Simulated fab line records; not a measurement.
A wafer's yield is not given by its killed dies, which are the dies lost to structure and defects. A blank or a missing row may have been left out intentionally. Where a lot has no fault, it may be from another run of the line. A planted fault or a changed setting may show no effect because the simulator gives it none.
Struck lot and sound lot, side by side :: flow rit-cmos :: 15 steps out of a route of 202
Sound: wafers L620.1, L620.3, L620.6. The struck wafers were L633.1, L633.2, L633.6. At the end, the cause is stated.
Order at every step that has rows: each side's tool, ch and its chambers, its first start. Under that, the readings that differ: sound wafers :: struck wafers :: difference of the means :: sigmas: that difference in standard deviations of wafers without a fault.
alike: same words and numbers on both sides, and readings whose means sit less than 2 such deviations apart. not compared: any withheld reading, any reading some wafer has no value for, any bound like >300 that may hide the same value, and any number with overlapping values for which the record gives no deviation.
The two part at a step that has a row with sigmas, a row that says differs or no value, or rows on one side only. Numbers that don't overlap but have no deviation are shown without sigmas and don't part them. Lack of a reading on every wafer of one side parts them only where that side has two or more wafers.

first, 1 step without rows for these wafers: RIT_SDANNEAL_CLEAN_02 (cleans in SC2, time 600 s).
RIT_SDANNEAL_RTA_03: time 5 s.
  sound on rtp-anneal-02 ch 0, day 3 01:22; struck on rtp-anneal-01 ch 0, day 5 18:23
  alike: chamber-o2-ppm, wafer_temp_C_max
RIT_SDANNEAL_RS_MEAS_04: a four-point-probe measurement.
  struck on film-metro-01, day 5 18:26; sound on film-metro-02, day 3 01:26
  alike: PSD_RS
RIT_SDANNEAL_RS_MEAS_05: a four-point-probe measurement.
  struck on film-metro-01, day 5 18:33; sound on film-metro-02, day 3 01:33
  alike: NSD_RS
RIT_SDANNEAL_RS_MEAS_06: a four-point-probe measurement.
  struck on film-metro-01, day 5 18:40; sound on film-metro-02, day 3 01:40
  alike: PLDD_RS
RIT_SDANNEAL_RS_MEAS_07: a four-point-probe measurement.
  struck on film-metro-01, day 5 18:47; sound on film-metro-02, day 3 01:47
  alike: NLDD_RS
then, 1 step without rows for these wafers: RIT_SILICIDE_WET_ETCH_00 (etches SiO2 in BOE, target depth 14 nm, time 15 s).
RIT_SILICIDE_SPUTTER_01: material Ti, target thk 30 nm, time 240 s.
  struck on pvd-sputter-04, day 5 18:56; sound on pvd-sputter-01, day 3 01:55
  alike: throttle-valve-pct
RIT_SILICIDE_RS_MEAS_02: a four-point-probe measurement.
  struck on film-metro-01, day 5 19:05; sound on film-metro-04, day 3 02:04
  alike: SILICIDE_TI_RS
RIT_SILICIDE_THK_MEAS_03: measures by xrf.
  struck on film-metro-01, day 5 19:12; sound on film-metro-04, day 3 02:11
  alike: SILICIDE_TI_THK
RIT_SILICIDE_RTA_04: time 10 s, ramp up 5 s, ramp down 5 s.
  sound on rtp-anneal-01 ch 0, day 3 02:15; struck on rtp-anneal-02 ch 0, day 5 19:16
  alike: chamber-o2-ppm, wafer_temp_C_max
then, 1 step without rows for these wafers: RIT_SILICIDE_WET_ETCH_05 (etches Ti in SPM, time 120 s).
RIT_SILICIDE_RTA_06: time 10 s, ramp up 5 s, ramp down 10 s.
  sound on rtp-anneal-02 ch 0, day 3 02:25; struck on rtp-anneal-01 ch 0, day 5 19:22
reading: wafer_temp_C_max
sound: 751.9 753.3 752.3
struck: 643.1 644.2 644.1
difference: -108.7
sigmas: -99 or more
  alike: chamber-o2-ppm
RIT_CONTACT_CVD_00: deposits SiO2 from TEOS, target thk 400 nm, time 61 s.
  sound on pecvd-01 ch 0,2, day 3 02:28; struck on pecvd-04 ch 1,2, day 5 19:26
  alike: heater-power-w
RIT_M1_PROBE_99:
  struck on prober-01, day 6 05:19; sound on prober-02, day 3 09:02
reading: model.etest.npoly-sal.rs-ohm-sq
sound: 4.372 4.377 4.341
struck: 15.27 15.28 15.44
difference: +10.97
sigmas: 

reading: model.etest.ppoly-sal.rs-ohm-sq
sound: 4.305 4.336 4.246
struck: 14.91 14.91 15.1
difference: +10.68
sigmas: 

reading: model.etest.pplus-sal.rs-ohm-sq
sound: 4.299 4.317 4.275
struck: 14.82 14.87 14.89
difference: +10.56
sigmas: 

reading: model.etest.nplus-sal.rs-ohm-sq
sound: 4.311 4.318 4.298
struck: 14.69 14.77 14.71
difference: +10.41
sigmas: 

reading: model.etest.pplus-sal.line-ohm-um
sound: 1.245 1.259 1.247
struck: 4.358 4.249 4.291
difference: +3.049
sigmas: 

reading: model.etest.nplus-sal.line-ohm-um
sound: 1.246 1.254 1.261
struck: 4.252 4.285 4.245
difference: +3.007
sigmas: 

reading: model.etest.contact-ppoly.rc-ohm
sound: 1.386 1.388 1.386
struck: 4.331 4.298 4.283
difference: +2.917
sigmas: 

reading: model.etest.contact-pplus.rc-ohm
sound: 1.397 1.369 1.383
struck: 4.347 4.255 4.289
difference: +2.914
sigmas: 
  alike: killed-at-contacts, killed-at-front-end, killed-dies, killed-open, killed-short

WHERE THEY PART
At RIT_SILICIDE_RTA_06 and nowhere else, as far as this record goes. Later steps at which nothing parts them and some readings are alike: RIT_CONTACT_CVD_00, RIT_M1_PROBE_99.

WHY: what the simulator had put in
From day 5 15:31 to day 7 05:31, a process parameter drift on rtp-anneal-01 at RIT_SILICIDE_RTA_06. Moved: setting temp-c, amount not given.
